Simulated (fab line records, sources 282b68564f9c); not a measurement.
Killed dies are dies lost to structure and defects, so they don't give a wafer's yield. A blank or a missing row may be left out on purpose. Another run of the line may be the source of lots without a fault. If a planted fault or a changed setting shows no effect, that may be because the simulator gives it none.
Comparing a struck lot with a sound one    flow rit_cmos    20 steps out of a route of 202
Sound: the wafers L157.1, L157.2, L157.3. Wafers L161.1, L161.2, L161.4 were the ones struck. The cause comes at the end.
Order at every step that has rows: each side's tool, ch and its chambers, its first start. Under that, the readings that differ: sound wafers    struck wafers    difference of the means    sigmas: that difference in standard deviations of wafers without a fault.
alike: same words and numbers on both sides, and readings whose means sit less than 2 such deviations apart. not compared: any withheld reading, any reading some wafer has no value for, any bound like >300 that may hide the same value, and any number with overlapping values for which the record gives no deviation.
Wherever a step has rows on one side only, a row that says differs or no value, or a row with sigmas, the two part there. Numbers that don't overlap but have no deviation are shown without sigmas and don't part them. Lack of a reading on every wafer of one side parts them only where that side has two or more wafers.

first, 2 steps without rows for these wafers: RIT_NWELL_HARDBAKE_07 (time 120 s); RIT_NWELL_IMPLANT_08.
RIT_NWELL_STRIP_09: strips in O2, time 180 s.
  sound on plasma_asher-01 ch 0,1, day 3 15:07; struck on plasma_asher-03 ch 0,1, day 4 10:57
  alike: drypump_motor_current_A, o2_flow_sccm, rf_refl_power_W
  not compared: rf_hours_counter_h
RIT_NWELL_TW_MEAS_10:
  sound on film_metro-01 at day 3 15:17; struck on film_metro-04 at day 4 11:07
  alike: NWELL_TW
then, 6 steps without rows for these wafers: RIT_PWELL_HMDS_00 (prime time 60 s); RIT_PWELL_COAT_01 (resist thk 1300 nm); RIT_PWELL_SOFTBAKE_02 (time 60 s); RIT_PWELL_EXPOSE_03 (exposes mask M3, target cd 43700 nm); RIT_PWELL_PEB_04; RIT_PWELL_DEVELOP_05 (develop time 68 s).
RIT_PWELL_OVL_MEAS_06:
  sound on overlay-02 at day 3 16:14; struck on overlay-02 at day 4 12:11
  alike: PWELL_OVL
then, 1 step without rows for these wafers: RIT_PWELL_HARDBAKE_07 (time 120 s).
RIT_PWELL_IMPLANT_08:
  sound on implanter-04 ch 0, day 3 16:31; struck on implanter-04 ch 0, day 4 12:28
reading                    sound                 struck                difference  sigmas
beam_energy_keV            169.95 169.94 169.92  119.00 119.09 119.00  -50.91      -99 or more
model.implant.rp_nm (nm)   482.3 482.3 482.3     370.6 370.6 370.6     -111.7      
model.implant.drp_nm (nm)  102.9 102.9 102.9     89.74 89.74 89.74     -13.16      
RIT_PWELL_STRIP_09: strips in O2, time 180 s.
  sound on plasma_asher-04 ch 0,1, day 3 16:40; struck on plasma_asher-03 ch 0,1, day 4 12:37
  alike: drypump_motor_current_A, o2_flow_sccm, rf_refl_power_W
  not compared: rf_hours_counter_h
RIT_PWELL_TW_MEAS_10:
  sound on film_metro-04 at day 3 16:50; struck on film_metro-02 at day 4 12:48
  alike: PWELL_TW
then, 1 step without rows for these wafers: RIT_WELLDRIVE_ANNEAL_00 (time 14700 s).
RIT_WELLDRIVE_RS_MEAS_01: measurement is done with a four-point probe.
  sound on film_metro-04 at day 3 22:19; struck on film_metro-01 at day 4 18:39
reading            sound              struck             difference  sigmas
NWELL_RS (ohm/sq)  274.6 275.6 274.9  276.5 276.3 276.3  +1.3        +2
RIT_WELLDRIVE_RS_MEAS_02: measurement is done with a four-point probe.
  sound on film_metro-04 at day 3 22:26; struck on film_metro-01 at day 4 18:46
reading            sound              struck             difference  sigmas
PWELL_RS (ohm/sq)  430.3 429.0 429.9  444.3 445.3 442.9  +14.4       +12
then, 1 step without rows for these wafers: RIT_NRETRO_HMDS_00 (prime time 60 s).
RIT_M1_PROBE_99:
  sound on prober-01 at day 5 05:39; struck on prober-02 at day 6 02:56
reading                                     sound                 struck                difference  sigmas
model.etest.nmos_0p3.r_on_ohm_um            2158 2197 2147        2253 2209 2256        +72         
model.etest.pwell.rs_ohm_sq                 422 423.2 418.9       471.6 481.7 471       +53.4       
model.etest.nmos_turned.drive_ua_um         328.7 331.6 335.6     297.1 304.5 302.4     -30.6       
model.etest.pwell_pinched.rs_ohm_sq         461.3 471.1 459.8     478 480.6 475.1       +14         
model.etest.nmos_0p3.drive_ua_um            221.5 219.8 223.6     213.5 212.6 209.3     -9.8        
model.etest.retro_edge_nmos.off_log10_a_um  -9.785 -9.887 -9.725  -10.26 -9.952 -10.26  -0.36       
  alike: killed_at_front_end, killed_dies, killed_open, killed_short
  not compared: model.etest.nmos_0p15.drive_ua_um, model.etest.nmos_narrow.drive_ua_um

WHERE THEY PART
Last at RIT_WELLDRIVE_RS_MEAS_02 as far as this record goes, first at RIT_PWELL_IMPLANT_08. Later steps at which nothing parts them and some readings are alike: RIT_M1_PROBE_99.

WHY: the cause the simulator had injected
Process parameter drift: implanter-04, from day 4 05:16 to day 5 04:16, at RIT_PWELL_IMPLANT_08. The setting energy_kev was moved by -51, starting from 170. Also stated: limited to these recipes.
